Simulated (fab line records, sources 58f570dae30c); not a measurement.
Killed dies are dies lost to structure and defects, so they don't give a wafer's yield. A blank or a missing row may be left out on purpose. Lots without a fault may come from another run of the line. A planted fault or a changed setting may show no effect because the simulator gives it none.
Split-lot experiment | flow berkeley_cmos170 | 5 lots, 23 wafers read, on a route of 331 steps

THE SPLIT
At UCB170_GATE_COAT_07 (resist thk 900 nm), the setting spin_rpm was moved away from the recipe's 1500 rpm on 11 of the 23 wafers read, by -5.4% to +7.3%. The other wafers ran this setting at the recipe's value.

FROM THE SPLIT TO THE READING: what the file shows between them, 3 steps
- UCB170_GATE_SOFTBAKE_08: time 60 s
- UCB170_GATE_EXPOSE_09: exposes mask POLY, target cd 350 nm
- UCB170_GATE_ETCH_14: etches BARC in N2/H2

THE READING
KrF_of_GATE_COAT_07.thk_nm (the simulator's own value, which no gauge read), in nm, at UCB170_GATE_ETCH_15 (etches poly-Si in HBr/Cl2, stops on SiO2, time 56.3 s, target depth 278.2 nm). The file gives no usual value for it. The 12 wafers here that ran the recipe average 776.6 nm, standard deviation 3.3 nm.

wafer  | tool, chamber at the split | spin_rpm as run, rpm | against the recipe | KrF_of_GATE_COAT_07.thk_nm, nm | against lot-mates on the recipe
L077.2 | litho_track-02, 0          | 1610                 | +7.3%              | 741.8                          | -34.0
L077.3 | litho_track-02, 0          | 1610                 | +7.3%              | 750.1                          | -25.6
L077.4 | litho_track-02, 0          | 1500                 | recipe             | 776.7                          | -
L077.5 | litho_track-02, 0          | 1610                 | +7.3%              | 748.9                          | -26.9
L077.6 | litho_track-02, 0          | 1500                 | recipe             | 774.8                          | -
L080.1 | litho_track-04, 0          | 1500                 | recipe             | 779                            | -
L080.3 | litho_track-04, 0          | 1419                 | -5.4%              | 804.1                          | +25.5
L080.4 | litho_track-04, 0          | 1419                 | -5.4%              | 802.4                          | +23.8
L080.5 | litho_track-04, 0          | 1419                 | -5.4%              | 801                            | +22.4
L080.6 | litho_track-04, 0          | 1500                 | recipe             | 778.2                          | -
L081.1 | litho_track-02, 0          | 1500                 | recipe             | 770.7                          | -
L081.2 | litho_track-02, 0          | 1591                 | +6.1%              | 749.6                          | -22.7
L081.3 | litho_track-02, 0          | 1500                 | recipe             | 770.4                          | -
L081.4 | litho_track-02, 0          | 1500                 | recipe             | 775.7                          | -
L081.5 | litho_track-02, 0          | 1591                 | +6.1%              | 746.3                          | -26.0
L083.1 | litho_track-01, 0          | 1600                 | +6.7%              | 746.5                          | -31.5
L083.2 | litho_track-01, 0          | 1600                 | +6.7%              | 748                            | -30.0
L083.3 | litho_track-01, 0          | 1500                 | recipe             | 780.1                          | -
L083.5 | litho_track-01, 0          | 1600                 | +6.7%              | 747.1                          | -30.9
L083.6 | litho_track-01, 0          | 1500                 | recipe             | 775.9                          | -
L082.1 | litho_track-02, 0          | 1500                 | recipe             | 781.5                          | -
L082.2 | litho_track-02, 0          | 1500                 | recipe             | 777.9                          | -
L082.4 | litho_track-02, 0          | 1500                 | recipe             | 778.7                          | -

THE FIT
A straight line over all 23 wafers: KrF_of_GATE_COAT_07.thk_nm changes by -4.45 nm for each +1% of spin_rpm; r = -0.99; the points scatter about the line by 3.2 nm.
The same after taking each lot's own level away (the mean of its wafers on the recipe; 23 wafers): -4.26 nm for each +1%; r = -0.99; scatter 2.5 nm.
On that fit, the largest move of spin_rpm shifts the reading by 31 nm.
The lots' own levels span 772.27 to 779.37 nm, that is 2.2 times the standard deviation above.
So the lot-to-lot level changes the slope little: the two slopes agree.
Check: with one of the wafers moved furthest among these (+7.3%) left out of the fit, the line predicts -30.6 nm for it against its lot-mates. It came out at -34 nm against them.

OTHER SPLITS ON THESE WAFERS
These wafers also went through other splits before the reading. Each is held against what the fit with the lots' levels taken away leaves over:
other split on the same wafers     | wafers away from the commonest value | r with KrF_of_GATE_COAT_07.thk_nm (lot level and that fit taken away)
UCB170_PWELL_CVD_05 time_s         | 15                                   | +0.21
UCB170_PWELL_IMPLANT_15 energy_kev | 10                                   | +0.16
UCB170_FIELD_OXIDATION_01 temp_c   | 13                                   | -0.01
UCB170_PVT_IMPLANT_07 energy_kev   | 5                                    | +0.20

THE WHOLE CHAIN: every reading that the file lists as answering this split, in the file's order
step                | what it does                                                                 | reading                                                                     | change (the file's fit)              | r (the file's)
UCB170_GATE_COAT_07 | resist thk 900 nm                                                            | KrF_of_GATE_COAT_07.thk_nm (the simulator's own value, which no gauge read) | -4.29 nm for each +1% of the setting | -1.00
UCB170_GATE_ETCH_15 | etches poly-Si in HBr/Cl2, stops on SiO2, time 56.3 s, target depth 278.2 nm | KrF_of_GATE_COAT_07.thk_nm (the simulator's own value, which no gauge read) | -4.22 nm for each +1% of the setting | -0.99

THE FILE'S OWN FIT
KrF_of_GATE_COAT_07.thk_nm changes by -4.22 nm for each +1% of spin_rpm, r = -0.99.
